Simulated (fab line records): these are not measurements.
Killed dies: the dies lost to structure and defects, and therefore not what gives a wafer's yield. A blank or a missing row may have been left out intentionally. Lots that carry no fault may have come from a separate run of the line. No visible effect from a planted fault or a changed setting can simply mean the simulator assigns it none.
Matching of chambers / flow berkeley_cmos170 / UCB170_M3_ETCH_17 on rie_diel-03: 4 sister chambers
The step etches BARC in N2/H2. 4 wafers are shown with their chamber, then 7 later ones without.

EACH WAFER AND ITS CHAMBER
wafer=L513.6; chamber=2; drypump_motor_current_A (A)=5.4
wafer=L515.4; chamber=1; drypump_motor_current_A (A)=5.9
wafer=L514.2; chamber=3; drypump_motor_current_A (A)=5.9
wafer=L514.4; chamber=0; drypump_motor_current_A (A)=5.9

WAFERS WHOSE CHAMBER IS MISSING
wafer=L514.6; drypump_motor_current_A (A)=5.9
wafer=L525.1; drypump_motor_current_A (A)=5.9
wafer=L525.2; drypump_motor_current_A (A)=5.4
wafer=L525.3; drypump_motor_current_A (A)=5.9
wafer=L526.1; drypump_motor_current_A (A)=5.4
wafer=L526.2; drypump_motor_current_A (A)=5.8
wafer=L526.6; drypump_motor_current_A (A)=5.8

WHICH CHAMBER EACH ONE RAN IN
wafer=L514.6; from the rows above=can't be placed: 0 or 1 or 3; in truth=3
wafer=L525.1; from the rows above=can't be placed: 0 or 1 or 3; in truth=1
wafer=L525.2; from the rows above=2; in truth=2
wafer=L525.3; from the rows above=can't be placed: 0 or 1 or 3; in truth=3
wafer=L526.1; from the rows above=2; in truth=2
wafer=L526.2; from the rows above=can't be placed: 0 or 1 or 3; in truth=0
wafer=L526.6; from the rows above=can't be placed: 0 or 1 or 3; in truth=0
2 of 7 placed correctly. Not placeable from these rows: 5 (in 5, the candidates include the true chamber). 0 placed wrongly.
How it was worked out, from the rows above alone: a wafer's distance from a chamber is the root of the sum, over the readings, of the square of ((its reading less the chamber's mean) divided by the reading's scatter). If the next closest chamber is less than 2 further off than the closest, the wafer can't be placed; otherwise it belongs to the closest. For every chamber, the mean is computed from those of its wafers that are shown. The scatter: root of mean squared gap, hidden wafer to nearest shown wafer, with one shown wafer a chamber.
